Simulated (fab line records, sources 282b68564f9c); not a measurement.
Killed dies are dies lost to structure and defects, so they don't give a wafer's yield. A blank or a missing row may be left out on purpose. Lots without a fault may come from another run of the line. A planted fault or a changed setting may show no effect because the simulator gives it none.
Which tool did it? | flow rit_cmos | 14 lots, 42 wafers sampled, at 2 steps of a route of 202

WHAT THE GAUGES READ, wafer by wafer
The record holds no reading of a measuring or inspecting step that can be judged against a usual standard deviation.

WHICH TOOL RAN EACH LOT (tool, then ch and the chambers of the sampled wafers, then the start)
lot  | RIT_M1_ANNEAL_15             | RIT_M1_PROBE_99
L256 | furnace-02 ch 0, day 3 18:12 | prober-01, day 3 19:49
L257 | furnace-02 ch 0, day 3 20:32 | prober-02, day 3 22:13
L258 | furnace-02 ch 0, day 3 22:48 | prober-01, day 4 00:25
L259 | furnace-02 ch 0, day 4 03:35 | prober-02, day 4 05:16
L262 | furnace-02 ch 0, day 4 17:01 | prober-01, day 4 18:41
L263 | furnace-02 ch 0, day 4 21:37 | prober-01, day 4 23:20
L264 | furnace-02 ch 0, day 5 02:26 | prober-02, day 5 04:06
L265 | furnace-02 ch 0, day 5 05:46 | prober-01, day 5 07:23
L266 | furnace-02 ch 0, day 5 11:09 | prober-02, day 5 12:46
L268 | furnace-02 ch 0, day 5 21:34 | prober-02, day 5 23:17
L269 | furnace-02 ch 0, day 6 05:35 | prober-01, day 6 07:22
L271 | furnace-02 ch 0, day 6 14:01 | prober-01, day 6 15:38
L277 | furnace-02 ch 0, day 8 04:20 | prober-01, day 8 05:58
L278 | furnace-02 ch 0, day 8 13:35 | prober-02, day 8 15:22
- RIT_M1_ANNEAL_15: time 1800 s.
- RIT_M1_PROBE_99

WHAT THE TOOLS THEMSELVES READ (means of the sampled wafers that have a number; where no wafer has one, the mark that the record gives instead)
RIT_M1_ANNEAL_15.
lot  | tool       | spike_tc_centre_C (C) | spike_tc_load_C (C) | spike_tc_source_C (C) | tube_center_temp_C (C) | tube_center_temp_C_max | zone_power_centre_pct (%) | zone_power_load_pct (%) | zone_power_source_pct (%)
L256 | furnace-02 | 453.5                 | 470.0               | 467.2                 | 450                    | 451.08                 | 15.84                     | 5.77                    | 6.26
L257 | furnace-02 | 452.9                 | 469.8               | 466.8                 | 450                    | 451.25                 | 15.95                     | 5.77                    | 6.35
L258 | furnace-02 | 453.0                 | 469.3               | 467.6                 | 450                    | 450.95                 | 15.99                     | 5.80                    | 6.23
L259 | furnace-02 | 453.8                 | 470.1               | 466.8                 | 450                    | 451.11                 | 16.01                     | 5.70                    | 6.29
L262 | furnace-02 | 453.3                 | 469.6               | 467.2                 | 450                    | 451.14                 | 16.08                     | 5.66                    | 6.22
L263 | furnace-02 | 453.2                 | 469.4               | 467.4                 | 450                    | 451.16                 | 16.01                     | 5.76                    | 6.28
L264 | furnace-02 | 453.7                 | 470.0               | 467.4                 | 450                    | 451.25                 | 16.02                     | 5.76                    | 6.29
L265 | furnace-02 | 453.6                 | 470.4               | 467.2                 | 450                    | 451.11                 | 15.93                     | 5.84                    | 6.31
L266 | furnace-02 | 453.1                 | 470.3               | 467.5                 | 450                    | 451.21                 | 16.13                     | 5.80                    | 6.32
L268 | furnace-02 | 453.5                 | 470.1               | 466.7                 | 450                    | 451.44                 | 15.83                     | 5.68                    | 6.24
L269 | furnace-02 | 453.5                 | 469.2               | 468.3                 | 450                    | 451.22                 | 16.01                     | 5.74                    | 6.31
L271 | furnace-02 | 452.5                 | 470.2               | 468.1                 | 450                    | 451.15                 | 15.85                     | 5.77                    | 6.35
L277 | furnace-02 | 393.8                 | 409.6               | 406.1                 | 390                    | 390.99                 | 13.66                     | 4.53                    | 4.93
L278 | furnace-02 | 393.0                 | 409.3               | 406.8                 | 390                    | 391.26                 | 13.63                     | 4.54                    | 4.93

RIT_M1_PROBE_99.
lot  | tool      | defect_limited_yield (%) | killed_at_M0_to_M3 | killed_at_contacts | killed_at_front_end | killed_dies | killed_open | killed_short | sort_bin_3_pad_short (%) | sort_bin_5_function (%) | sort_bin_6_memory (%) | sort_n_pass | sort_yield_pct (%)
L256 | prober-01 | 96.3                     | 0.0                | 0.3                | 9                   | 10          | 6.3         | 3.3          | 0.4                      | 1.9                     | 1.4                   | 254         | 96.3
L257 | prober-02 | 96.5                     | 0.0                | 0.0                | 9                   | 9           | 4.0         | 5.3          | 0.3                      | 1.9                     | 1.4                   | 255         | 96.5
L258 | prober-01 | 97.2                     | 0.0                | 0.0                | 7                   | 7           | 5.3         | 2.0          | 0.0                      | 1.6                     | 1.1                   | 257         | 97.2
L259 | prober-02 | 97.6                     | 0.0                | 0.0                | 6                   | 6           | 2.7         | 3.7          | 0.1                      | 1.4                     | 0.9                   | 258         | 97.6
L262 | prober-01 | 97.5                     | 0.0                | 0.0                | 7                   | 7           | 2.7         | 4.0          | 0.1                      | 1.1                     | 1.3                   | 257         | 97.5
L263 | prober-01 | 98.2                     | 0.0                | 0.0                | 5                   | 5           | 1.0         | 3.7          | 0.3                      | 1.0                     | 0.5                   | 259         | 98.2
L264 | prober-02 | 99.0                     | 0.0                | 0.0                | 3                   | 3           | 1.3         | 1.3          | 0.0                      | 0.8                     | 0.3                   | 261         | 99.0
L265 | prober-01 | 97.9                     | 0.0                | 0.0                | 6                   | 6           | 2.3         | 3.3          | 0.1                      | 1.3                     | 0.8                   | 258         | 97.9
L266 | prober-02 | 97.1                     | 0.0                | 0.0                | 8                   | 8           | 3.0         | 4.7          | 0.4                      | 0.6                     | 1.9                   | 256         | 97.1
L268 | prober-02 | 96.1                     | 0.0                | 0.3                | 10                  | 10          | 5.3         | 5.0          | 0.0                      | 2.4                     | 1.5                   | 254         | 96.1
L269 | prober-01 | 98.4                     | 0.0                | 0.3                | 4                   | 4           | 3.3         | 1.0          | 0.0                      | 1.0                     | 0.6                   | 260         | 98.4
L271 | prober-01 | 97.6                     | 0.0                | 0.0                | 6                   | 6           | 2.0         | 4.3          | 0.1                      | 1.4                     | 0.9                   | 258         | 97.6
L277 | prober-01 | 96.7                     | 0.3                | 0.0                | 8                   | 9           | 3.7         | 5.0          | 0.3                      | 1.5                     | 1.5                   | 255         | 96.7
L278 | prober-02 | 98.2                     | 0.0                | 0.0                | 5                   | 5           | 2.3         | 2.3          | 0.1                      | 1.3                     | 0.4                   | 259         | 98.2

THE ANSWER, worked out from the rows above alone
Rule: what is usual is taken from the lots themselves. Put in order of their means at a reading, lots are off if they are a third of the lots or fewer, leave a main group of 4 or more, and stand apart from it by a gap of 3 or more times the standard deviation of the main group's means; of several such gaps the widest counts. A main group whose means are all the same, to the digits that the tables above print for the reading, isn't used. A lot without any number at a reading at which 4 lots or more have one is off too. The other lots that the step has rows for count as sound. The gauges are gone through in route order, then the tools' own readings, and for those a lot's mean is taken as printed above. The first step at which some lot is off is used, and at that step the reading that is off furthest; a lot without a number counts as furthest.
Off: L277, L278, at RIT_M1_ANNEAL_15 (tube_center_temp_C_max). The main group: mean 451.17, standard deviation 0.11.
A tool fits if, at that step or a process step before it, it ran every lot that is off, and no sound lot after the first of them. One fits: furnace-02 at RIT_M1_ANNEAL_15. Its last sound lot is L271 (day 6 14:01), its first lot that is off L277 (day 8 04:20): a fault that began between those two fits.
The tool's own readings at RIT_M1_ANNEAL_15 bear it out: on the lots that are off they differ by more than 5 times the standard deviation of the sound lots' means. spike_tc_centre_C reads 393.4 C there against 453.3 C on the sound lots; spike_tc_load_C reads 409.5 C there against 469.9 C on the sound lots; spike_tc_source_C reads 406.5 C there against 467.4 C on the sound lots; tube_center_temp_C reads 390 C there against 450 C on the sound lots; tube_center_temp_C_max reads 391.12 there against 451.17 on the sound lots; zone_power_centre_pct reads 13.64 % there against 15.97 % on the sound lots; zone_power_load_pct reads 4.54 % there against 5.75 % on the sound lots; zone_power_source_pct reads 4.93 % there against 6.29 % on the sound lots.

WHAT THE SIMULATOR HAD PUT IN
Process parameter drift: furnace-02, from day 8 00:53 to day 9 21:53, at RIT_M1_ANNEAL_15. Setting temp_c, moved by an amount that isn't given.
Lots struck among those shown: L277, L278. The rule above found the same.
